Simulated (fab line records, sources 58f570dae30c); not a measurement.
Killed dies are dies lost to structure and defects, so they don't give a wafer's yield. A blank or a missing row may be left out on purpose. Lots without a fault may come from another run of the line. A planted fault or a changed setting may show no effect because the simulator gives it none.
Which tool did it? | flow berkeley_cmos170 | 14 lots, 42 wafers sampled, at 4 steps of a route of 331

WHAT THE GAUGES READ, wafer by wafer
UCB170_NWELL_OVL_MEAS_12. Usual: NWELL_OVL 1 nm, standard deviation 5.7.
lot  | measured    | on         | NWELL_OVL (nm) | flag
L238 | day 2 07:48 | overlay-01 | 8 2 9          |
L240 | day 2 16:44 | overlay-01 | -5 3 4         |
L239 | day 2 16:48 | overlay-02 | 14 15 11       |
L241 | day 2 23:47 | overlay-01 | 0 2 -1         |
L242 | day 3 06:20 | overlay-02 | -14 -5 -6      |
L243 | day 3 09:15 | overlay-02 | -1 1 -3        |
L244 | day 3 21:13 | overlay-01 | -1 3 2         |
L246 | day 4 02:33 | overlay-01 | 0 -2 -4        |
L247 | day 4 11:51 | overlay-01 | 1 2 -4         |
L249 | day 4 22:49 | overlay-02 | -4 -1 -3       |
L251 | day 5 06:45 | overlay-02 | -9 -1 -7       |
L256 | day 6 07:50 | overlay-02 | 4 0 5          |
L258 | day 6 21:56 | overlay-02 | 10 -2 2        |
L260 | day 7 03:45 | overlay-01 | -2 7 -2        |

UCB170_V2_CD_MEAS_90: target cd 700 nm. Usual: cd_nm 700.0 nm, standard deviation 1.5.
lot  | measured     | on        | cd_nm (nm)        | flag
L238 | day 8 16:02  | cd_sem-02 | 700.0 698.1 697.4 |
L240 | day 9 00:46  | cd_sem-02 | 698.4 699.3 698.2 |
L239 | day 9 00:54  | cd_sem-01 | 699.3 699.9 699.9 |
L241 | day 9 12:54  | cd_sem-01 | 698.1 697.6 699.3 |
L242 | day 9 14:44  | cd_sem-02 | 701.5 700.2 702.1 |
L243 | day 9 15:19  | cd_sem-02 | 700.6 700.5 699.5 |
L244 | day 10 03:50 | cd_sem-02 | 699.8 699.3 698.5 |
L246 | day 10 15:46 | cd_sem-01 | 698.5 698.9 700.1 |
L247 | day 10 15:31 | cd_sem-01 | 700.0 700.1 700.8 |
L249 | day 11 06:36 | cd_sem-02 | 697.8 698.5 699.0 |
L251 | day 11 09:13 | cd_sem-02 | 698.2 700.3 700.2 |
L256 | day 12 12:34 | cd_sem-02 | 702.9 703.4 701.2 |
L258 | day 12 12:44 | cd_sem-01 | 701.6 701.6 700.3 |
L260 | day 13 02:15 | cd_sem-01 | 699.1 697.6 698.2 |

UCB170_M3_RS_MEAS_02: measures by four-point-probe. Usual: M3_AL_RS 0.0320 ohm/sq, standard deviation 0.00038.
lot  | measured     | on            | M3_AL_RS (ohm/sq)    | flag
L238 | day 8 16:20  | film_metro-02 | 0.0320 0.0321 0.0320 |
L240 | day 9 01:02  | film_metro-03 | 0.0318 0.0326 0.0318 |
L239 | day 9 01:10  | film_metro-02 | 0.0319 0.0318 0.0317 |
L241 | day 9 13:10  | film_metro-02 | 0.0317 0.0319 0.0320 |
L242 | day 9 15:01  | film_metro-02 | 0.0318 0.0313 0.0318 |
L243 | day 9 15:35  | film_metro-03 | 0.0319 0.0319 0.0318 |
L244 | day 10 04:07 | film_metro-01 | 0.0314 0.0318 0.0314 |
L246 | day 10 16:02 | film_metro-01 | 0.0318 0.0318 0.0316 |
L247 | day 10 15:47 | film_metro-03 | 0.0323 0.0316 0.0318 |
L249 | day 11 06:52 | film_metro-01 | 0.0320 0.0326 0.0321 |
L251 | day 11 09:29 | film_metro-02 | 0.0318 0.0316 0.0318 |
L256 | day 12 12:50 | film_metro-02 | 0.0318 0.0316 0.0324 |
L258 | day 12 13:00 | film_metro-01 | 0.0320 0.0323 0.0323 |
L260 | day 13 02:31 | film_metro-03 | 0.0320 0.0325 0.0328 |

WHICH TOOL RAN EACH LOT (tool, then ch and the chambers of the sampled wafers, then the start)
lot  | UCB170_GATE_ETCH_14
L238 | rie_diel-03 ch 0,1, day 7 04:01
L240 | rie_diel-02 ch 0,1,2, day 7 12:32
L239 | rie_diel-03 ch 0,1, day 7 12:46
L241 | rie_diel-01 ch 0,1,2, day 8 02:39
L242 | rie_diel-02 ch 0,1, day 8 02:47
L243 | rie_diel-02 ch 0,1,3, day 8 02:06
L244 | rie_diel-02 ch 2,3, day 8 17:55
L246 | rie_diel-01 ch 0,3, day 9 04:21
L247 | rie_diel-03 ch 0,3, day 9 04:29
L249 | rie_diel-02 ch 0,1,3, day 9 21:37
L251 | rie_diel-03 ch 0,2,3, day 9 21:13
L256 | rie_diel-01 ch 2,3, day 11 00:34
L258 | rie_diel-01 ch 2,3, day 11 01:08
L260 | rie_diel-02 ch 0,2, day 11 16:01
- UCB170_GATE_ETCH_14: etches BARC in N2/H2.

WHAT THE TOOLS THEMSELVES READ (means of the sampled wafers that have a number; where no wafer has one, the mark that the record gives instead)
UCB170_GATE_ETCH_14. Usual: bias_w 100.0 W, standard deviation 0.32; drypump_motor_current_A 5.7 A, standard deviation 0.44; oes_product_au 1.00 a.u., standard deviation 0.032; rf_fwd_power_W 495.3 W, standard deviation 1.7; throttle_valve_pct 13.23 %, standard deviation 0.22.
lot  | tool        | bias_w (W) | drypump_motor_current_A (A) | oes_product_au (a.u.) | rf_fwd_power_W (W) | throttle_valve_pct (%) | flag
L238 | rie_diel-03 | 99.8       | 5.7                         | 0.99                  | 494.9              | 12.92                  |
L240 | rie_diel-02 | 99.8       | 6.0                         | 0.99                  | 493.8              | 13.13                  |
L239 | rie_diel-03 | 100.3      | 5.6                         | 1.01                  | 494.0              | 13.02                  |
L241 | rie_diel-01 | 99.8       | 6.1                         | 0.99                  | 494.4              | 13.50                  |
L242 | rie_diel-02 | 100.1      | 6.0                         | 0.95                  | 495.3              | 13.10                  |
L243 | rie_diel-02 | 99.9       | 5.8                         | 0.98                  | 495.0              | 13.12                  |
L244 | rie_diel-02 | 100.1      | 5.8                         | 1.04                  | 496.0              | 13.25                  |
L246 | rie_diel-01 | 100.0      | 6.2                         | 0.98                  | 494.7              | 13.35                  |
L247 | rie_diel-03 | 74.7       | 5.4                         | 0.93                  | 493.5              | 13.25                  | OFF
L249 | rie_diel-02 | 100.1      | 5.9                         | 0.97                  | 495.7              | 13.11                  |
L251 | rie_diel-03 | 74.3       | 5.3                         | 0.94                  | 495.6              | 13.24                  | OFF
L256 | rie_diel-01 | 100.2      | 5.5                         | 0.99                  | 494.6              | 13.32                  |
L258 | rie_diel-01 | 99.9       | 5.5                         | 0.97                  | 495.6              | 13.31                  |
L260 | rie_diel-02 | 99.9       | 5.8                         | 1.01                  | 495.0              | 13.23                  |

THE ANSWER, worked out from the rows above alone
Rule: a lot is off if the mean of its wafers that have a number lies more than 3 standard deviations from the usual mean. A lot without any number at a reading at which 4 lots or more have one is off too. The other lots that the step has rows for count as sound. The gauges are gone through in route order, then the tools' own readings, and for those a lot's mean is taken as printed above. The first step at which some lot is off is used, and at that step the reading that is off furthest; a lot without a number counts as furthest.
Off: L247, L251, at UCB170_GATE_ETCH_14 (bias_w).
A tool fits if, at that step or a process step before it, it ran every lot that is off, and no sound lot after the first of them. One fits: rie_diel-03 at UCB170_GATE_ETCH_14. Its last sound lot is L239 (day 7 12:46), its first lot that is off L247 (day 9 04:29): a fault that began between those two fits.
The tool's own readings at UCB170_GATE_ETCH_14 bear it out: on the lots that are off they differ by more than 5 times the standard deviation of the sound lots' means. bias_w reads 74.5 W there against 100.0 W on the sound lots.

WHAT THE SIMULATOR HAD PUT IN
Process parameter drift: rie_diel-03, from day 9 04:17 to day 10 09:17, at UCB170_GATE_ETCH_14. Setting bias_w, moved by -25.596, from 100. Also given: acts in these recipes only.
Lots struck among those shown: L247, L251. The rule above found the same.
